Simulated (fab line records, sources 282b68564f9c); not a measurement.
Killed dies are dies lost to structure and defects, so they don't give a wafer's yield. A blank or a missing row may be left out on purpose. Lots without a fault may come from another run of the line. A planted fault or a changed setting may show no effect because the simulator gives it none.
A struck lot beside a sound one | flow rit_cmos | 15 steps out of a route of 202
Sound: wafers L127.1, L127.3, L127.6. Struck: wafers L137.1, L137.2, L137.6. The cause comes at the end.
At each step with rows: each side's tool, then ch and its chambers, then its first start. Under that, the readings that differ: sound wafers | struck wafers | difference of the means | sigmas: that difference in standard deviations of wafers without a fault.
alike: readings whose means differ by less than 2 such deviations, and words and numbers that are the same on both sides. not compared: withheld readings, readings that some wafer has no value for, bounds like >300 that may hide the same value, and numbers for which the record gives no deviation and whose values overlap.
The two part at a step that has a row with sigmas, a row that says differs or no value, or rows on one side only. Numbers that don't overlap but have no deviation are shown without sigmas and don't part them. A reading that every wafer of one side lacks parts them only if that side has two wafers or more.

first, 2 steps without rows for these wafers: RIT_NSD_PEB_04; RIT_NSD_DEVELOP_05 (develop time 50 s).
RIT_NSD_OVL_MEAS_06:
  sound on overlay-02, day 3 09:22; struck on overlay-01, day 5 15:52
  alike: NSD_OVL
then, 2 steps without rows for these wafers: RIT_NSD_HARDBAKE_07 (time 60 s); RIT_NSD_IMPLANT_08.
RIT_NSD_STRIP_09: strips in O2, time 180 s.
  sound on plasma_asher-04 ch 0,1, day 3 09:44; struck on plasma_asher-02 ch 0,1, day 5 16:12
  alike: drypump_motor_current_A
  not compared: rf_hours_counter_h
RIT_NSD_TW_MEAS_10:
  sound on film_metro-03, day 3 09:54; struck on film_metro-03, day 5 16:23
  alike: NSD_TW
then, 5 steps without rows for these wafers: RIT_PSD_HMDS_00 (prime time 60 s); RIT_PSD_COAT_01 (resist thk 1000 nm); RIT_PSD_SOFTBAKE_02 (time 60 s); RIT_PSD_EXPOSE_03 (exposes mask M10, target cd 40900 nm); RIT_PSD_PEB_04.
RIT_PSD_DEVELOP_05: develop time 50 s.
  sound on litho_track-01 ch 0, day 3 10:00; struck on litho_track-01 ch 0, day 5 17:00
  reading              | sound             | struck            | difference | sigmas
  developer_temp_C (C) | 22.74 22.78 22.94 | 24.09 24.06 23.89 | +1.19      | +11
  exhaust_pa (Pa)      | 44.8 46.5 44.4    | 44.1 42.1 42.7    | -2.3       | -2
RIT_PSD_OVL_MEAS_06:
  sound on overlay-01, day 3 10:56; struck on overlay-02, day 5 17:17
  alike: PSD_OVL
RIT_M1_PROBE_99:
  the record has rows for the struck wafers here (prober-01, day 6 02:34) and none for the sound ones

WHERE THEY PART
First at RIT_PSD_DEVELOP_05; last, within this record, at RIT_M1_PROBE_99.

WHY: what the simulator had put in
Process parameter drift: litho_track-01, from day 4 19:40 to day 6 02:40, at RIT_PSD_DEVELOP_05. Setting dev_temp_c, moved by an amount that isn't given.
